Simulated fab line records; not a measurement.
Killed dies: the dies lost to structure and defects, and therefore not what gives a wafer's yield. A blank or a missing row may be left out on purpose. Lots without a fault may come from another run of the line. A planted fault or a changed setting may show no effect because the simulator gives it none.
Commonality check across tools	flow rit_cmos	13 lots, 42 wafers sampled

## WHY IT WAS OPENED
Flagged at RIT_M1_CD_MEAS_09: reading cd_nm, on 1 of 13 lots. Wafers without a fault read 2599.9 nm, standard deviation 2.1.
Rule: a lot gets a flag if all its wafers with a number sit over 4 standard deviations from that mean, or if no wafer of it has a number. The other lots count as sound.

lot	measured	on	cd_nm (nm), wafer by wafer	flag
L285	day 3 05:48	cd_sem-02	2596.9 2598.9 2599.8	
L289	day 4 03:34	cd_sem-01	2602.0 2601.0 2598.9	
L290	day 4 10:43	cd_sem-01	2598.9 2598.9 2600.4	
L291	day 4 13:34	cd_sem-02	2602.8 2603.8 2603.2	
L293	day 5 00:41	cd_sem-01	2601.3 2599.6 2601.1	
L294	day 5 05:51	cd_sem-02	2597.3 2597.8 2596.1	
L295	day 5 08:28	cd_sem-01	2599.9 2600.0 2600.0	
L296	day 5 13:18	cd_sem-01	2752.4 2750.6 2749.5 2752.3 2750.5 2749.6	FLAGGED
L304	day 7 05:47	cd_sem-02	2599.7 2600.9 2599.2	
L305	day 7 14:00	cd_sem-02	2597.9 2597.4 2597.3	
L306	day 7 17:31	cd_sem-01	2597.4 2598.8 2595.3	
L307	day 7 22:05	cd_sem-02	2602.7 2600.1 2601.5	
L308	day 8 03:56	cd_sem-02	2597.2 2597.2 2596.2	
The mean of the flagged lots' numbers is 2750.8 nm, +150.9 nm from the usual (+72 standard deviations).

## TOOL THAT RAN EACH LOT
The record holds 1 process step before the reading, out of a route of 202 steps. Each cell gives the tool, then ch followed by the chambers the sampled wafers passed through, then the start.
lot	flag	RIT_M1_EXPOSE_06
L285		iline_stepper-02 ch 0, day 3 05:22
L289		iline_stepper-01 ch 0, day 4 03:07
L290		iline_stepper-01 ch 0, day 4 10:17
L291		iline_stepper-01 ch 0, day 4 13:08
L293		iline_stepper-02 ch 0, day 5 00:16
L294		iline_stepper-01 ch 0, day 5 05:25
L295		iline_stepper-02 ch 0, day 5 08:02
L296	FLAGGED	iline_stepper-02 ch 0, day 5 12:52
L304		iline_stepper-02 ch 0, day 7 05:22
L305		iline_stepper-02 ch 0, day 7 13:34
L306		iline_stepper-02 ch 0, day 7 17:05
L307		iline_stepper-02 ch 0, day 7 21:39
L308		iline_stepper-01 ch 0, day 8 03:30
These steps, and what they do:
- RIT_M1_EXPOSE_06: exposes mask M12, target cd 2600 nm.
- RIT_M1_CD_MEAS_09: target cd 2600 nm.

## FLAGGED AGAINST TOTAL, ONE TOOL AT A TIME (gauges that did the reading follow at the end)
step	tool	lots run	flagged	share of the flagged lots	sound lots run after its first flagged lot
RIT_M1_EXPOSE_06	iline_stepper-01	5	0	none	-
RIT_M1_EXPOSE_06	iline_stepper-02	8	1	all	4 (L304,L305,L306,L307)
RIT_M1_CD_MEAS_09	cd_sem-01	6	1	all	1 (L306)
RIT_M1_CD_MEAS_09	cd_sem-02	7	0	none	-

## WHAT THE TABLE PERMITS
Table rows that saw every flagged lot: 2, namely iline_stepper-02 at RIT_M1_EXPOSE_06 and cd_sem-01 at RIT_M1_CD_MEAS_09.
- iline_stepper-02 at RIT_M1_EXPOSE_06 ran 8 lots, 1 of them flagged. Lots that were sound ran on it after the first flagged one (L304, L305, L306, L307); a persistent fault on the entire tool would not allow that.
- cd_sem-01 at RIT_M1_CD_MEAS_09 ran 6 lots, 1 of them flagged. Lots that were sound ran on it after the first flagged one (L306); a persistent fault on the entire tool would not allow that.
Not one row of the table ran every flagged lot while running no sound lot after the first.

## WHAT THE SIMULATOR PUT IN
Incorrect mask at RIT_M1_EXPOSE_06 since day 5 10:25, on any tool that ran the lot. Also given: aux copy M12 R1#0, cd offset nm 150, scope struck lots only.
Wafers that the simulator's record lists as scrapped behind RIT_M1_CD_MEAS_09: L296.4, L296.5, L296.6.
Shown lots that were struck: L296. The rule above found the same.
